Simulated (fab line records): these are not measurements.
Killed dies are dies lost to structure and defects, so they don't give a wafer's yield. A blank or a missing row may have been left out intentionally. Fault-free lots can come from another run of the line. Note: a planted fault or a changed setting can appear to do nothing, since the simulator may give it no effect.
Split-lot experiment || flow berkeley cmos170 || on a route of 331 steps: 5 lots, 23 wafers read

== ABOUT THE SPLIT ==
At UCB170_SPACER_CVD_00 (deposits SiO2 from TEOS/O2, target thk 376 nm, time 47 s), the setting time s was moved away from the recipe's 47 s on 7 of the 23 wafers read, by +4.2% to +12.3%. This setting was run at the recipe's value on the other wafers.

Between the split and the reading, the file records no step.

== THE READING ==
SPACER_TEOS_THK in nanometres, read at UCB170_SPACER_THK_MEAS_01. Typical for fault-free wafers on this fab line: 376 nm, with standard deviation 5 nm.

{"wafer": "L077.2", "tool, chamber at the split": "pecvd-03, 1", "time s as run, s": 47, "against the recipe": "recipe", "SPACER_TEOS_THK, nm": 372, "against lot-mates on the recipe": "-"}
{"wafer": "L077.3", "tool, chamber at the split": "pecvd-03, 2", "time s as run, s": 50.16, "against the recipe": "+6.7%", "SPACER_TEOS_THK, nm": 403, "against lot-mates on the recipe": "+26"}
{"wafer": "L077.4", "tool, chamber at the split": "pecvd-03, 2", "time s as run, s": 50.16, "against the recipe": "+6.7%", "SPACER_TEOS_THK, nm": 410, "against lot-mates on the recipe": "+33"}
{"wafer": "L077.5", "tool, chamber at the split": "pecvd-03, 1", "time s as run, s": 47, "against the recipe": "recipe", "SPACER_TEOS_THK, nm": 378, "against lot-mates on the recipe": "-"}
{"wafer": "L077.6", "tool, chamber at the split": "pecvd-03, 0", "time s as run, s": 47, "against the recipe": "recipe", "SPACER_TEOS_THK, nm": 380, "against lot-mates on the recipe": "-"}
{"wafer": "L074.1", "tool, chamber at the split": "pecvd-01, 2", "time s as run, s": 47, "against the recipe": "recipe", "SPACER_TEOS_THK, nm": 369, "against lot-mates on the recipe": "-"}
{"wafer": "L074.5", "tool, chamber at the split": "pecvd-01, 1", "time s as run, s": 47, "against the recipe": "recipe", "SPACER_TEOS_THK, nm": 383, "against lot-mates on the recipe": "-"}
{"wafer": "L074.6", "tool, chamber at the split": "pecvd-01, 2", "time s as run, s": 47, "against the recipe": "recipe", "SPACER_TEOS_THK, nm": 376, "against lot-mates on the recipe": "-"}
{"wafer": "L076.1", "tool, chamber at the split": "pecvd-03, 1", "time s as run, s": 47, "against the recipe": "recipe", "SPACER_TEOS_THK, nm": 371, "against lot-mates on the recipe": "-"}
{"wafer": "L076.2", "tool, chamber at the split": "pecvd-03, 0", "time s as run, s": 47, "against the recipe": "recipe", "SPACER_TEOS_THK, nm": 375, "against lot-mates on the recipe": "-"}
{"wafer": "L076.3", "tool, chamber at the split": "pecvd-03, 2", "time s as run, s": 52.79, "against the recipe": "+12.3%", "SPACER_TEOS_THK, nm": 420, "against lot-mates on the recipe": "+45"}
{"wafer": "L076.4", "tool, chamber at the split": "pecvd-03, 0", "time s as run, s": 47, "against the recipe": "recipe", "SPACER_TEOS_THK, nm": 379, "against lot-mates on the recipe": "-"}
{"wafer": "L076.6", "tool, chamber at the split": "pecvd-03, 2", "time s as run, s": 52.79, "against the recipe": "+12.3%", "SPACER_TEOS_THK, nm": 431, "against lot-mates on the recipe": "+56"}
{"wafer": "L084.1", "tool, chamber at the split": "pecvd-01, 2", "time s as run, s": 47, "against the recipe": "recipe", "SPACER_TEOS_THK, nm": 365, "against lot-mates on the recipe": "-"}
{"wafer": "L084.3", "tool, chamber at the split": "pecvd-01, 1", "time s as run, s": 47, "against the recipe": "recipe", "SPACER_TEOS_THK, nm": 375, "against lot-mates on the recipe": "-"}
{"wafer": "L084.4", "tool, chamber at the split": "pecvd-01, 1", "time s as run, s": 47, "against the recipe": "recipe", "SPACER_TEOS_THK, nm": 376, "against lot-mates on the recipe": "-"}
{"wafer": "L084.5", "tool, chamber at the split": "pecvd-01, 0", "time s as run, s": 47, "against the recipe": "recipe", "SPACER_TEOS_THK, nm": 367, "against lot-mates on the recipe": "-"}
{"wafer": "L084.6", "tool, chamber at the split": "pecvd-01, 2", "time s as run, s": 47, "against the recipe": "recipe", "SPACER_TEOS_THK, nm": 368, "against lot-mates on the recipe": "-"}
{"wafer": "L081.1", "tool, chamber at the split": "pecvd-04, 0", "time s as run, s": 48.97, "against the recipe": "+4.2%", "SPACER_TEOS_THK, nm": 390, "against lot-mates on the recipe": "+11"}
{"wafer": "L081.2", "tool, chamber at the split": "pecvd-04, 2", "time s as run, s": 47, "against the recipe": "recipe", "SPACER_TEOS_THK, nm": 378, "against lot-mates on the recipe": "-"}
{"wafer": "L081.3", "tool, chamber at the split": "pecvd-04, 1", "time s as run, s": 48.97, "against the recipe": "+4.2%", "SPACER_TEOS_THK, nm": 392, "against lot-mates on the recipe": "+13"}
{"wafer": "L081.5", "tool, chamber at the split": "pecvd-04, 1", "time s as run, s": 48.97, "against the recipe": "+4.2%", "SPACER_TEOS_THK, nm": 401, "against lot-mates on the recipe": "+22"}
{"wafer": "L081.6", "tool, chamber at the split": "pecvd-04, 0", "time s as run, s": 47, "against the recipe": "recipe", "SPACER_TEOS_THK, nm": 380, "against lot-mates on the recipe": "-"}

THE FIT
A straight line over all 23 wafers: SPACER_TEOS_THK changes by +4.3 nm for each +1% of time s; r = +0.95; the points scatter about the line by 5.4 nm.
The same after taking each lot's own level away (the mean of its wafers on the recipe; 23 wafers): +4.13 nm for each +1%; r = +0.96; scatter 4.6 nm.
The reading moves by 51 nm for the largest change in time s, on that fit.
Across the lots, their own levels run from 370.2 to 379.0 nm, a range of 1.8 times the standard deviation given above.
The two slopes agree, so the slope changes little with the lot-to-lot level.
Check: +53.8 nm against its lot-mates is what the line predicts for one of the wafers moved furthest among these (+12.3%) when that wafer is left out of the fit. It came out at +45 nm against them.

== THE WHOLE CHAIN: every reading that the file lists as answering this split, in the file's order ==
{"step": "UCB170_SPACER_CVD_00", "what it does": "deposits SiO2 from TEOS/O2, target thk 376 nm, time 47 s", "reading": "SiO2_of_SPACER_CVD_00.thk nm (the simulator's own value, which no gauge read)", "change (the file's fit)": "+4.13 nm for each +1% of the setting", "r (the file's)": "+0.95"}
{"step": "UCB170_SPACER_THK_MEAS_01", "what it does": "", "reading": "SPACER_TEOS_THK", "change (the file's fit)": "+4.13 for each +1% of the setting", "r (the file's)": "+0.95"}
{"step": "UCB170_SPACER_ETCHBACK_03", "what it does": "etches SiO2 in CHF3/CF4/Ar, stops on Si, target depth 376 nm, time 100 s", "reading": "etch.depth nm (the simulator's own value, which no gauge read)", "change (the file's fit)": "+4.13 nm for each +1% of the setting", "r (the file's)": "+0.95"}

== THE FILE'S OWN FIT ==
SPACER_TEOS_THK changes by +4.13 nm for each +1% of time s, r = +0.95.
